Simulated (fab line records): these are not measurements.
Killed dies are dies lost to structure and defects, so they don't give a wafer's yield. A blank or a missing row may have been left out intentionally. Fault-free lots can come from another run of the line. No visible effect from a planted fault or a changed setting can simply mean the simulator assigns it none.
Code-filled problem report in 8D (eight disciplines) form || flow rit_cmos || the parts of the form that need people (team, actions taken, sign-off) are left out

## 1. THE ISSUE
At RIT_M1_PROBE_99, killed_at_front_end averages 38 over 6 wafers from 2 lots, while fault-free wafers read 7, standard deviation 3.1. Relative to the usual mean, that is a shift of +9.9 standard deviations.
First observed at day 6 08:29: wafer L838.1, on prober-01. At this step, 6 wafers from 2 lots have a number in the record. Rule for "out" (also "out of limits"): further than 4 standard deviations from the usual mean. All remaining wafers that have a number are taken as sound.

## 2. WHAT IT IS; WHAT IT IS NOT
{"question": "which readings at this step", "is": "killed_at_front_end, killed_dies, killed_on_rim", "is not": "killed_at_contacts, killed_open, killed_short"}
{"question": "which lots", "is": "L838, L841", "is not": "-"}
{"question": "which wafers of those lots", "is": "all that have a number", "is not": "-"}
{"question": "read on which tools", "is": "prober-01", "is not": "-"}
{"question": "when", "is": "from day 6 08:29", "is not": "up to then (0 sound wafers)"}

## 3. WHAT RULES OUT EACH SUSPECT
Counting: any tool at a process step up to the reading is kept as a suspect provided that every lot that is out went through it and no sound lot did after the first of them.
- wet_bench-02 at RIT_SDANNEAL_CLEAN_02 (cleans in SC2, time 600 s): kept. It ran every lot that is out, first L838 (day 6 01:00), and no sound lot after that.
- prober-01 at RIT_M1_PROBE_99: kept. It ran every lot that is out, first L838 (day 6 08:29), and no sound lot after that. Its own readings are out on those wafers: killed_at_front_end, killed_dies, killed_on_rim.
What counting leaves: wet_bench-02 at RIT_SDANNEAL_CLEAN_02 and prober-01 at RIT_M1_PROBE_99.

## 4. THE CAUSE (what the simulator had put in)
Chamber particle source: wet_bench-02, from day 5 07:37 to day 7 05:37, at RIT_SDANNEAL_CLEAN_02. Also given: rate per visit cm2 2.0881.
Counting leaves 2 suspects; this tool is one of them.

## 5. THE EFFECT CHAIN, in route order
Rows list readings where the struck wafers' mean (over those with a number) sits beyond 3 standard deviations from the usual. Readings are gone through only where the record gives a usual standard deviation; hours: the median, over the lots, of the time from a lot's start at the first step in this table giving one to that lot's start at this step; sigmas: the change measured in usual standard deviations.
{"hours": 0, "step": "RIT_M1_PROBE_99", "reading": "killed_at_front_end", "usual": 7, "on struck wafers": 38, "change": "+31", "sigmas": "+9.9"}
{"hours": 0, "step": "RIT_M1_PROBE_99", "reading": "killed_dies", "usual": 7, "on struck wafers": 38, "change": "+31", "sigmas": "+9.9"}
{"hours": 0, "step": "RIT_M1_PROBE_99", "reading": "killed_on_rim", "usual": 1.9, "on struck wafers": 11.0, "change": "+9.1", "sigmas": "+6.1"}
Here are the process steps it includes:
- RIT_M1_PROBE_99

## 6. HOW IT WOULD HAVE BEEN CAUGHT EARLIER
In this record the first reading out of limits was taken at day 6 08:29, 25 hours after the fault began at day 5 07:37.
L841, from the lots that are out (2), started RIT_SDANNEAL_CLEAN_02 on wet_bench-02 later than day 6 08:29. A tool hold placed at that time would have kept it from harm.
